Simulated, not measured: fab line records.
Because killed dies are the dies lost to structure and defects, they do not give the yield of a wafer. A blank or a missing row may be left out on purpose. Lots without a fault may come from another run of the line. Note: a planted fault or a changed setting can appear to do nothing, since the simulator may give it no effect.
Lot-split experiment :: flow rit_cmos :: 23 wafers read across 5 lots, on a route 202 steps long

## ON THE SPLIT
At RIT_PSD_COAT_01 (resist thk 1000 nm), the setting spin_rpm was moved away from the recipe's 3250 rpm on 11 of the 23 wafers read, by -6.5% to +2.8%. For the rest of the wafers, this setting stayed at what the recipe calls for.

## FROM THE SPLIT TO THE READING: what the file shows between them, 3 steps
- RIT_PSD_SOFTBAKE_02: time 60 s
- RIT_PSD_EXPOSE_03: exposes mask M10, target cd 40900 nm
- RIT_PSD_DEVELOP_05: develop time 50 s

## THE READING
NOVOLAK_of_PSD_COAT_01.thk_nm (the simulator's own value, which no gauge read), in nm, at RIT_PSD_HARDBAKE_07 (time 60 s). No usual value for it is given in the file. The 12 wafers here that ran the recipe average 885.4 nm, standard deviation 2.2 nm.

wafer: L077.2
tool, chamber at the split: litho_track-01, 0
spin_rpm as run, rpm: 3039
against the recipe: -6.5%
NOVOLAK_of_PSD_COAT_01.thk_nm, nm: 920.7
against lot-mates on the recipe: +31.8

wafer: L077.3
tool, chamber at the split: litho_track-01, 0
spin_rpm as run, rpm: 3250
against the recipe: recipe
NOVOLAK_of_PSD_COAT_01.thk_nm, nm: 889
against lot-mates on the recipe: -

wafer: L077.4
tool, chamber at the split: litho_track-01, 0
spin_rpm as run, rpm: 3039
against the recipe: -6.5%
NOVOLAK_of_PSD_COAT_01.thk_nm, nm: 921.3
against lot-mates on the recipe: +32.4

wafer: L077.5
tool, chamber at the split: litho_track-01, 0
spin_rpm as run, rpm: 3039
against the recipe: -6.5%
NOVOLAK_of_PSD_COAT_01.thk_nm, nm: 918
against lot-mates on the recipe: +29.1

wafer: L077.6
tool, chamber at the split: litho_track-01, 0
spin_rpm as run, rpm: 3250
against the recipe: recipe
NOVOLAK_of_PSD_COAT_01.thk_nm, nm: 888.8
against lot-mates on the recipe: -

wafer: L079.1
tool, chamber at the split: litho_track-03, 0
spin_rpm as run, rpm: 3340
against the recipe: +2.8%
NOVOLAK_of_PSD_COAT_01.thk_nm, nm: 870.2
against lot-mates on the recipe: -12.0

wafer: L079.3
tool, chamber at the split: litho_track-03, 0
spin_rpm as run, rpm: 3250
against the recipe: recipe
NOVOLAK_of_PSD_COAT_01.thk_nm, nm: 882.6
against lot-mates on the recipe: -

wafer: L079.4
tool, chamber at the split: litho_track-03, 0
spin_rpm as run, rpm: 3340
against the recipe: +2.8%
NOVOLAK_of_PSD_COAT_01.thk_nm, nm: 866.9
against lot-mates on the recipe: -15.4

wafer: L079.5
tool, chamber at the split: litho_track-03, 0
spin_rpm as run, rpm: 3340
against the recipe: +2.8%
NOVOLAK_of_PSD_COAT_01.thk_nm, nm: 867.5
against lot-mates on the recipe: -14.8

wafer: L079.6
tool, chamber at the split: litho_track-03, 0
spin_rpm as run, rpm: 3250
against the recipe: recipe
NOVOLAK_of_PSD_COAT_01.thk_nm, nm: 881.9
against lot-mates on the recipe: -

wafer: L082.1
tool, chamber at the split: litho_track-03, 0
spin_rpm as run, rpm: 3250
against the recipe: recipe
NOVOLAK_of_PSD_COAT_01.thk_nm, nm: 886.6
against lot-mates on the recipe: -

wafer: L082.3
tool, chamber at the split: litho_track-03, 0
spin_rpm as run, rpm: 3341
against the recipe: +2.8%
NOVOLAK_of_PSD_COAT_01.thk_nm, nm: 875.4
against lot-mates on the recipe: -10.3

wafer: L082.4
tool, chamber at the split: litho_track-03, 0
spin_rpm as run, rpm: 3250
against the recipe: recipe
NOVOLAK_of_PSD_COAT_01.thk_nm, nm: 884.7
against lot-mates on the recipe: -

wafer: L082.5
tool, chamber at the split: litho_track-03, 0
spin_rpm as run, rpm: 3341
against the recipe: +2.8%
NOVOLAK_of_PSD_COAT_01.thk_nm, nm: 874.9
against lot-mates on the recipe: -10.8

wafer: L082.6
tool, chamber at the split: litho_track-03, 0
spin_rpm as run, rpm: 3341
against the recipe: +2.8%
NOVOLAK_of_PSD_COAT_01.thk_nm, nm: 874.9
against lot-mates on the recipe: -10.8

wafer: L083.4
tool, chamber at the split: litho_track-01, 0
spin_rpm as run, rpm: 3250
against the recipe: recipe
NOVOLAK_of_PSD_COAT_01.thk_nm, nm: 884.9
against lot-mates on the recipe: -

wafer: L083.5
tool, chamber at the split: litho_track-01, 0
spin_rpm as run, rpm: 3250
against the recipe: recipe
NOVOLAK_of_PSD_COAT_01.thk_nm, nm: 887.4
against lot-mates on the recipe: -

wafer: L083.6
tool, chamber at the split: litho_track-01, 0
spin_rpm as run, rpm: 3250
against the recipe: recipe
NOVOLAK_of_PSD_COAT_01.thk_nm, nm: 886.8
against lot-mates on the recipe: -

wafer: L084.2
tool, chamber at the split: litho_track-02, 0
spin_rpm as run, rpm: 3250
against the recipe: recipe
NOVOLAK_of_PSD_COAT_01.thk_nm, nm: 883.4
against lot-mates on the recipe: -

wafer: L084.3
tool, chamber at the split: litho_track-02, 0
spin_rpm as run, rpm: 3250
against the recipe: recipe
NOVOLAK_of_PSD_COAT_01.thk_nm, nm: 884.1
against lot-mates on the recipe: -

wafer: L084.4
tool, chamber at the split: litho_track-02, 0
spin_rpm as run, rpm: 3068
against the recipe: -5.6%
NOVOLAK_of_PSD_COAT_01.thk_nm, nm: 908.7
against lot-mates on the recipe: +24.8

wafer: L084.5
tool, chamber at the split: litho_track-02, 0
spin_rpm as run, rpm: 3250
against the recipe: recipe
NOVOLAK_of_PSD_COAT_01.thk_nm, nm: 884.2
against lot-mates on the recipe: -

wafer: L084.6
tool, chamber at the split: litho_track-02, 0
spin_rpm as run, rpm: 3068
against the recipe: -5.6%
NOVOLAK_of_PSD_COAT_01.thk_nm, nm: 908.1
against lot-mates on the recipe: +24.2

FIT RESULTS
A straight line over all 23 wafers: NOVOLAK_of_PSD_COAT_01.thk_nm changes by -4.93 nm for each +1% of spin_rpm; r = -0.98; the points scatter about the line by 3.2 nm.
The same after taking each lot's own level away (the mean of its wafers on the recipe; 23 wafers): -4.6 nm for each +1%; r = -1.00; scatter 1.5 nm.
The reading moves by 30 nm for the largest change in spin_rpm, on that fit.
Across the lots, their own levels run from 882.25 to 888.90 nm, a range of 3.0 times the standard deviation given above.
Consequently the slope shifts little with the lot-to-lot level, the two slopes agreeing.
Check: with one of the wafers moved furthest among these (-6.5%) left out of the fit, the line predicts +29.6 nm for it against its lot-mates. It came out at +31.8 nm against them.

## THE WHOLE CHAIN: every reading that the file lists as answering this split, in the file's order
step: RIT_PSD_COAT_01
what it does: resist thk 1000 nm
reading: NOVOLAK_of_PSD_COAT_01.thk_nm (the simulator's own value, which no gauge read)
change (the file's fit): -5.23 nm for each +1% of the setting
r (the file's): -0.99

step: RIT_PSD_HARDBAKE_07
what it does: time 60 s
reading: NOVOLAK_of_PSD_COAT_01.thk_nm (the simulator's own value, which no gauge read)
change (the file's fit): -4.58 nm for each +1% of the setting
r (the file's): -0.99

## THE FILE'S OWN FIT
NOVOLAK_of_PSD_COAT_01.thk_nm changes by -4.58 nm for each +1% of spin_rpm, r = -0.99.
